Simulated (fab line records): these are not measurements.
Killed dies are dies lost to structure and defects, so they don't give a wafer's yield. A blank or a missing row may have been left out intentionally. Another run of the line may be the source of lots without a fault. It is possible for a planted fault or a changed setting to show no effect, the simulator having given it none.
Which tool is to blame? | flow berkeley-cmos170 | 7 lots with 21 wafers sampled at 2 steps, on a route of 331 steps

== WHAT THE GAUGES SHOWED, per wafer ==
UCB170_PWELL_THK_MEAS_06.
lot  | measured    | on            | PWELL_NITRIDE_THK (nm)
L910 | day 3 23:34 | film-metro-04 | 220.2 220.9 221.6
L912 | day 3 23:32 | film-metro-03 | 221.9 221.8 222.4
L914 | day 4 14:02 | film-metro-02 | 220.9 221.6 218.1
L917 | day 5 02:35 | film-metro-04 | 121.7 121.4 122.6
L924 | day 6 04:05 | film-metro-02 | 222.9 222.6 222.4
L927 | day 7 00:58 | film-metro-03 | 221.6 219.6 219.6
L932 | day 8 00:42 | film-metro-04 | 220.6 220.5 219.6

== EACH LOT AND THE TOOL THAT RAN IT (in order: tool; ch and the chambers of the sampled wafers; start) ==
lot  | UCB170_PWELL_CVD_05
L910 | lpcvd-01 ch 0, day 3 21:37
L912 | lpcvd-01 ch 1, day 3 21:37
L914 | lpcvd-02 ch 0, day 4 12:07
L917 | lpcvd-02 ch 0, day 5 00:40
L924 | lpcvd-01 ch 0, day 6 02:09
L927 | lpcvd-01 ch 1, day 6 23:02
L932 | lpcvd-01 ch 0, day 7 22:46
- UCB170_PWELL_CVD_05: deposits Si3N4 from SiH2Cl2/NH3, target thk 220 nm, time 3300 s.

== THE ANSWER, worked out from the rows above alone ==
Rule: the lots themselves supply what counts as usual. Put in order of their means at a reading, lots are off if they are a third of the lots or fewer, leave a main group of 4 or more, and stand apart from it by a gap of 3 or more times the standard deviation of the main group's means; of several such gaps the widest counts. A main group whose means are all the same, to the digits that the tables above print for the reading, isn't used. A lot without any number at a reading at which 4 lots or more have one is off too. The other lots that the step has rows for count as sound.
Off: L917, seen at UCB170_PWELL_THK_MEAS_06 (PWELL_NITRIDE_THK). The main group: mean 221.0 nm, standard deviation 0.96.
If a tool, at a process step before that reading, ran all the lots that are off and no sound lot after the first of them, it fits. Those tools and the gauges at UCB170_PWELL_THK_MEAS_06 are tried in the same way. One fits: lpcvd-02 at UCB170_PWELL_CVD_05. A fault onset in the window from L914 (day 4 12:07, its last sound lot) to L917 (day 5 00:40, its first lot off) fits.

== WHAT HAD BEEN PUT IN BY THE SIMULATOR ==
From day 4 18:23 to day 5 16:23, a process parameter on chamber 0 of lpcvd-02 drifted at UCB170_PWELL_CVD_05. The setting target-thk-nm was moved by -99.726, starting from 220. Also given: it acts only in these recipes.
Lots struck among those shown: L917. The rule above found the same.
